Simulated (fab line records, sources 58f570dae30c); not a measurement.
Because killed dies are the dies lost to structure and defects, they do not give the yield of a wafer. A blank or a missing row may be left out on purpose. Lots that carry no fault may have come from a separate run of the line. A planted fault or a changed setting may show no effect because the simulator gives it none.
A lot that was struck, set against a sound lot ; flow berkeley_cmos170 ; 14 out of 331 route steps
Sound: the wafers L128.1, L128.2, L128.6. Wafers struck: L122.1, L122.3, L122.5. The cause is given at the end.
Order at every step that has rows: each side's tool, ch and its chambers, its first start. Under that, the readings that differ: sound wafers ; struck wafers ; difference of the means ; sigmas: that difference in standard deviations of wafers without a fault.
alike: same words and numbers on both sides, and readings whose means sit less than 2 such deviations apart. not compared: any withheld reading, any reading some wafer has no value for, any bound like >300 that may hide the same value, and any number with overlapping values for which the record gives no deviation.
The two part at a step that has a row with sigmas, a row that says differs or no value, or rows on one side only. Non-overlapping numbers with no deviation appear without sigmas and do not part them. A reading that every wafer of one side lacks parts them only if that side has two wafers or more.

UCB170_PVT_STRIP_08: strips in O2.
  sound on plasma_asher-01 ch 0,1, day 9 14:51; struck on plasma_asher-04 ch 0,1, day 8 02:26
  alike: drypump_motor_current_A, oes_product_au, strip_time_to_endpoint_s
  not compared: rf_hours_counter_h
UCB170_PVT_TW_MEAS_09:
  sound on film_metro-04, day 9 14:58; struck on film_metro-04, day 8 02:32
  alike: PVT_TW
then, 1 step without rows for these wafers: UCB170_GATE_WET_ETCH_00 (etches SiO2 in dHF, time 200 s).
UCB170_FIELD_THK_MEAS_91:
  sound on film_metro-01, day 9 15:05; struck on film_metro-03, day 8 02:39
  alike: FIELD_OXIDE_LEFT_2_THK
then, 1 step without rows for these wafers: UCB170_GATE_OXIDATION_01 (target thk 6.6 nm, ox time 1800 s).
UCB170_GATE_THK_MEAS_02:
  sound on film_metro-02, day 9 17:54; struck on film_metro-04, day 8 07:16
  alike: GATE_OXIDE_THK
then, 2 steps without rows for these wafers: UCB170_GATE_ANNEAL_03 (time 1800 s); UCB170_GATE_CVD_04 (deposits poly-Si from SiH4, time 1440 s, target thk 214 nm).
UCB170_GATE_THK_MEAS_05:
  sound on film_metro-04, day 9 23:04; struck on film_metro-01, day 8 14:15
  alike: GATE_POLY_THK
then, 3 steps without rows for these wafers: UCB170_GATE_COAT_06; UCB170_GATE_COAT_07 (resist thk 900 nm); UCB170_GATE_SOFTBAKE_08 (time 60 s).
UCB170_GATE_EXPOSE_09: exposes mask POLY, target cd 350 nm.
  sound on krf_scanner-02 ch 0, day 10 00:38; struck on krf_scanner-01, day 8 14:46
  no value came back on the struck wafers for exposure_dose_mJ_cm2, focus_offset_nm (nm); on the sound wafers exposure_dose_mJ_cm2 reads 20.97 20.97 20.99
  alike: mask
next, for these wafers, 1 step has no rows: UCB170_GATE_PEB_10.

## WHERE THEY PART
At UCB170_GATE_EXPOSE_09 and nowhere else, as far as this record goes.

WHY: whatever the simulator had introduced
Whole step skipped at UCB170_GATE_EXPOSE_09 on krf_scanner-01, starting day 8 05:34. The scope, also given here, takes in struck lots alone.
